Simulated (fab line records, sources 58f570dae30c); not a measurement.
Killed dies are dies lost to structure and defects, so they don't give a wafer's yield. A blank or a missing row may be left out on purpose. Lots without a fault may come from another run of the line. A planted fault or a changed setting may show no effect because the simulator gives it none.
One fault seen from 2 desks | flow berkeley_cmos170 | each desk has only its own numbers; what lay behind them comes last

THE METROLOGY DESK
What the gauges read, lot by lot, whatever tool the lot ran on: means of the sampled wafers that have a number. A lot is out of limits, marked OUT, if its mean lies more than 4 standard deviations from the usual mean; the brackets give that distance.
Columns: A = NWELL_NITRIDE_THK at UCB170_NWELL_THK_MEAS_05, usual 225.4 nm; B = cd_nm at UCB170_NSD_CD_MEAS_06, usual 1199.8 nm
lot  | first seen here | A               | B
L261 | day 2 11:28     | 221.6           | 1200.6
L263 | day 2 20:37     | 226.0           | 1199.4
L264 | day 3 06:30     | 226.9           | 1199.9
L265 | day 3 06:31     | 226.7           | 1197.4
L267 | day 3 20:36     | 223.4           | 1198.5
L268 | day 3 20:37     | 217.7           | 1199.8
L266 | day 3 20:38     | 224.9           | 1199.4
L269 | day 4 08:27     | 228.0           | 1200.6
L271 | day 4 19:20     | 222.3           | 1198.0
L272 | day 4 19:20     | 224.3           | 1201.1
L274 | day 5 04:38     | 222.9           | 1198.8
L277 | day 5 21:04     | 182.5 (-17) OUT | 1200.6
L278 | day 5 21:04     | 183.6 (-16) OUT | 1198.7
L279 | day 6 06:11     | 226.0           | 1199.0
L280 | day 6 10:24     | 184.7 (-16) OUT | 1200.6
This desk's finding: out of limits on L277, L278, L280; first on L277, day 5 21:04 (NWELL_NITRIDE_THK at UCB170_NWELL_THK_MEAS_05). In limits: L261, L263, L264, L265, L267, L268, L266, L269, L271, L272, L274, L279.

THE TOOL OWNER'S DESK: lpcvd-02
The tool's own readings at UCB170_NWELL_CVD_04 (deposits Si3N4 from SiH2Cl2/NH3, target thk 224 nm, time 3360 s): means of the sampled wafers that have a number, for each lot that ran on this tool. A lot is out of limits, marked OUT, if its mean lies more than 4 standard deviations from the usual mean; the brackets give that distance.
Columns: A = spike_tc_load_C at UCB170_NWELL_CVD_04, usual 823.5 C; B = zone_power_source_pct at UCB170_NWELL_CVD_04, usual 20.3 %
lot  | first seen here | A     | B
L263 | day 2 18:41     | 824.6 | 21.0
L264 | day 3 04:34     | 823.6 | 19.2
L265 | day 3 04:34     | 823.0 | 19.2
L269 | day 4 06:31     | 824.1 | 20.8
L274 | day 5 02:42     | 822.4 | 19.3
L277 | day 5 19:08     | 824.4 | 21.1
L278 | day 5 19:08     | 822.8 | 19.3
L280 | day 6 08:28     | 821.7 | 19.2
This desk's finding: nothing out of limits on any of the 8 lots.

PUT TOGETHER
The metrology desk could have raised an alarm at day 5 21:04, on L277, L278, L280.
The tool owner's desk saw nothing out of limits.
The tool owner's desk has L277, L278, L280 on record, within its limits.
Of the lots named, all ran UCB170_NWELL_CVD_04 on lpcvd-02.

WHAT THE SIMULATOR HAD PUT IN
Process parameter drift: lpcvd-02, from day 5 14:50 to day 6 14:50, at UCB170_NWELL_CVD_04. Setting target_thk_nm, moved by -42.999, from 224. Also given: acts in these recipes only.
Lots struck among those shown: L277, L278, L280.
Hours from the fault's start to each desk's first reading out of limits: the metrology desk, 6.
